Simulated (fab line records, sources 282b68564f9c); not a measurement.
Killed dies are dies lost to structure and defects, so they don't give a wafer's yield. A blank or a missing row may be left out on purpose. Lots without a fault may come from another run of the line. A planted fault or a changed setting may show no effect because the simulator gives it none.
One fault seen from 2 desks | flow rit_cmos | each desk has only its own numbers; what lay behind them comes last

THE METROLOGY DESK
What the gauges read, lot by lot, whatever tool the lot ran on: means of the sampled wafers that have a number. A lot is out of limits, marked OUT, if its mean lies more than 4 standard deviations from the usual mean; the brackets give that distance.
Columns: A = PSD_RS at RIT_SDANNEAL_RS_MEAS_04, usual 115.90 ohm/sq
lot  | first seen here | A
L712 | day 3 03:23     | 115.82
L713 | day 3 09:22     | 115.55
L714 | day 3 13:17     | 116.23
L715 | day 3 19:11     | 115.63
L716 | day 4 04:48     | 115.66
L717 | day 4 06:32     | 116.00
L719 | day 4 15:05     | 115.99
L721 | day 5 03:43     | 115.91
L729 | day 7 05:51     | 120.52 (+16) OUT
L731 | day 7 07:29     | 120.10 (+14) OUT
L732 | day 7 12:29     | 115.86
L733 | day 7 21:07     | 116.03
L734 | day 8 02:50     | 116.09
L735 | day 8 05:05     | 116.02
This desk's finding: out of limits on L729, L731; first on L729, day 7 05:51 (PSD_RS at RIT_SDANNEAL_RS_MEAS_04). In limits: L712, L713, L714, L715, L716, L717, L719, L721, L732, L733, L734, L735.

THE TOOL OWNER'S DESK: implanter-04
The tool's own readings at RIT_PSD_IMPLANT_08: means of the sampled wafers that have a number, for each lot that ran on this tool. A lot is out of limits, marked OUT, if its mean lies more than 4 standard deviations from the usual mean; the brackets give that distance.
Columns: A = beam_energy_keV at RIT_PSD_IMPLANT_08, usual 27.000
lot  | first seen here | A
L714 | day 3 12:28     | 27.001
L729 | day 7 05:02     | 25.113 (-99 or more) OUT
L731 | day 7 06:39     | 25.108 (-99 or more) OUT
This desk's finding: out of limits on L729, L731; first on L729, day 7 05:02 (beam_energy_keV at RIT_PSD_IMPLANT_08). In limits: L714.

PUT TOGETHER
The tool owner's desk could have raised an alarm at day 7 05:02, on L729, L731.
The metrology desk could have raised an alarm at day 7 05:51, on L729, L731.
Of the lots named, all ran RIT_PSD_IMPLANT_08 on implanter-04.

WHAT THE SIMULATOR HAD PUT IN
Process parameter drift: implanter-04, from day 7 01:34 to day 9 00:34, at RIT_PSD_IMPLANT_08. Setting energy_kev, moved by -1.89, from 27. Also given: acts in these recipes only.
Lots struck among those shown: L729, L731.
Hours from the fault's start to each desk's first reading out of limits: the tool owner's desk, 3; the metrology desk, 4.
